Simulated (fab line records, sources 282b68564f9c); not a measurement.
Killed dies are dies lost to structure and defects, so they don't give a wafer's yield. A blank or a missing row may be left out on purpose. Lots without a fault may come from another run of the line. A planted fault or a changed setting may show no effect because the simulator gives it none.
Which tool did it? | flow rit_cmos | 13 lots, 39 wafers sampled, at 2 steps of a route of 202

WHAT THE GAUGES READ, wafer by wafer
RIT_ACTIVE_THK_MEAS_04.
lot  | measured    | on            | ACTIVE_NITRIDE_THK (nm)
L763 | day 1 13:43 | film_metro-04 | 151.5 148.9 149.1
L764 | day 1 18:32 | film_metro-04 | 152.0 152.0 151.9
L765 | day 2 00:46 | film_metro-03 | 150.9 150.7 149.9
L766 | day 2 05:41 | film_metro-03 | 150.2 150.3 149.4
L767 | day 2 09:34 | film_metro-03 | 150.6 149.9 148.3
L768 | day 2 16:07 | film_metro-02 | 152.4 151.5 151.4
L769 | day 2 20:52 | film_metro-02 | 149.5 148.8 149.6
L770 | day 3 01:14 | film_metro-04 | 148.5 148.7 148.4
L771 | day 3 07:34 | film_metro-03 | 150.2 149.9 150.3
L774 | day 3 21:50 | film_metro-02 | 148.3 150.1 151.5
L775 | day 4 02:10 | film_metro-03 | 147.1 147.7 147.4
L776 | day 4 06:32 | film_metro-04 | 146.2 146.9 147.1
L777 | day 4 14:53 | film_metro-03 | 147.4 148.1 146.8

RIT_REOX_THK_MEAS_04.
lot  | measured    | on            | REOX_OXIDE_THK (nm)
L763 | day 3 03:09 | film_metro-01 | 24.9 25.4 25.3
L764 | day 3 03:10 | film_metro-02 | 24.5 24.9 25.1
L765 | day 3 05:09 | film_metro-01 | 24.5 24.7 24.7
L766 | day 3 15:52 | film_metro-03 | 25.1 25.2 25.5
L767 | day 3 18:25 | film_metro-03 | 24.9 25.2 25.7
L768 | day 3 23:37 | film_metro-01 | 24.4 24.8 24.7
L769 | day 4 06:10 | film_metro-03 | 25.7 25.7 25.7
L770 | day 4 09:02 | film_metro-01 | 24.6 24.6 24.6
L771 | day 4 11:35 | film_metro-03 | 24.3 24.9 24.5
L774 | day 5 00:44 | film_metro-03 | 25.0 25.1 25.5
L775 | day 5 10:12 | film_metro-01 | 25.2 24.7 24.8
L776 | day 5 17:24 | film_metro-03 | 24.7 25.2 25.5
L777 | day 6 03:16 | film_metro-03 | 25.1 25.1 25.1

WHICH TOOL RAN EACH LOT (tool, then ch and the chambers of the sampled wafers, then the start)
The record holds no process step before these readings.

WHAT THE TOOLS THEMSELVES READ (means of the sampled wafers that have a number; where no wafer has one, the mark that the record gives instead)
The record holds no such reading with a usual standard deviation.

THE ANSWER, worked out from the rows above alone
Rule: what is usual is taken from the lots themselves. Put in order of their means at a reading, lots are off if they are a third of the lots or fewer, leave a main group of 4 or more, and stand apart from it by a gap of 3 or more times the standard deviation of the main group's means; of several such gaps the widest counts. A main group whose means are all the same, to the digits that the tables above print for the reading, isn't used. A lot without any number at a reading at which 4 lots or more have one is off too. The other lots that the step has rows for count as sound. The gauges are gone through in route order, then the tools' own readings, and for those a lot's mean is taken as printed above. The first step at which some lot is off is used, and at that step the reading that is off furthest; a lot without a number counts as furthest.
No lot is off at any reading shown: from this, nothing can be told.

WHAT THE SIMULATOR HAD PUT IN
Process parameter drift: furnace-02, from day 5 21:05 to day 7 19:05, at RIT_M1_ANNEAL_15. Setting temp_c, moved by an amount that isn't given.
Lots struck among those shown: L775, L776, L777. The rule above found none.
